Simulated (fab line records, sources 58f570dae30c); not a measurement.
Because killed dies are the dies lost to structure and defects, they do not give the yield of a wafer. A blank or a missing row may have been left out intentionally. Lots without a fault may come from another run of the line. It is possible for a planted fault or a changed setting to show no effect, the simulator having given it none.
Struck lot and sound lot, side by side :: flow berkeleyCmos170 :: 15 out of 331 route steps
Sound: the wafers L797.1, L797.5, L797.6. Wafers L812.1, L812.3, L812.5 were the ones struck. The cause comes at the end.
Each step with rows lists, per side, the tool, then ch with its chambers, then its first start. Under that, the readings that differ: sound wafers :: struck wafers :: difference of the means :: sigmas: that difference in standard deviations of wafers without a fault.
alike: words and numbers the same on both sides, and readings whose means are apart by under 2 such deviations; not compared: readings that were withheld, readings missing a value for some wafer, numbers with overlapping values and no deviation given by the record, and bounds like >300 which may hide the same value.
The two part at a step that has a row with sigmas, a row that says differs or no value, or rows on one side only. Numbers that don't overlap but have no deviation are shown without sigmas and don't part them. Lack of a reading on every wafer of one side parts them only where that side has two or more wafers.

first, 6 steps without rows for these wafers: UCB170_M2_COAT_09; UCB170_M2_COAT_10 (resist thk 900 nm); UCB170_M2_SOFTBAKE_11 (time 60 s); UCB170_M2_EXPOSE_12 (exposes mask METAL2, target cd 700 nm); UCB170_M2_PEB_13; UCB170_M2_DEVELOP_14 (develop time 45 s).
UCB170_M2_CD_MEAS_15: target cd 700 nm.
  sound on cdSem-02 at day 8 12:53; struck on cdSem-02 at day 11 19:38
  alike: cdNm
UCB170_M2_OVL_MEAS_16:
  sound on overlay-01 at day 8 13:01; struck on overlay-01 at day 11 19:45
  alike: M2_OVL
UCB170_M2_ETCH_17: etches BARC in N2/H2.
  sound on rieDiel-02 ch 0,1,3, day 8 13:03; struck on rieDiel-02 ch 0,1, day 11 19:47
  alike: drypumpMotorCurrentA, oesProductAu, throttleValvePct
UCB170_M2_METAL_ETCH_18: etches Al in Cl2/BCl3, stops on SiO2, target depth 1170 nm, time 195 s.
  sound on rieMetal-01 ch 0,1, day 8 13:05; struck on rieMetal-04 ch 0,1, day 11 19:50
reading: throttleValvePct (%)
sound: 24.36 24.37 24.41
struck: 24.56 24.93 24.94
difference: +0.43
sigmas: +2
  alike: drypumpMotorCurrentA, oesProductAu
  not compared: rfHoursCounterH
UCB170_M2_STRIP_19: strips in O2.
  sound on plasmaAsher-03 ch 0,1, day 8 13:17; struck on plasmaAsher-03 ch 0,1, day 11 20:01
  alike: drypumpMotorCurrentA, oesProductAu
  not compared: rfHoursCounterH
UCB170_M2_CD_MEAS_90: target cd 700 nm.
  sound on cdSem-01 at day 8 13:23; struck on cdSem-02 at day 11 20:07
  alike: cdNm
UCB170_V2_CVD_00: deposits SiO2 from TEOS/O2, target thk 2000 nm, time 250 s.
  sound on pecvd-01 ch 0,1, day 8 13:30; struck on pecvd-04 ch 0,1,2, day 11 20:34
  alike: heaterPowerW
UCB170_V2_THK_MEAS_01:
  sound on filmMetro-02 at day 8 13:39; struck on filmMetro-02 at day 11 20:56
reading: V2_TEOS_THK (nm)
sound: 2021 2043 2040
struck: 3921 3932 3949
difference: +1899
sigmas: +73
UCB170_M3_PROBE_99:
  the record holds rows for the sound wafers here (prober-02, day 8 19:19) but none for the struck ones

## WHERE THEY PART
At UCB170_M2_METAL_ETCH_18 first; at UCB170_M3_PROBE_99 last (within this record only).

WHY: the cause the simulator had injected
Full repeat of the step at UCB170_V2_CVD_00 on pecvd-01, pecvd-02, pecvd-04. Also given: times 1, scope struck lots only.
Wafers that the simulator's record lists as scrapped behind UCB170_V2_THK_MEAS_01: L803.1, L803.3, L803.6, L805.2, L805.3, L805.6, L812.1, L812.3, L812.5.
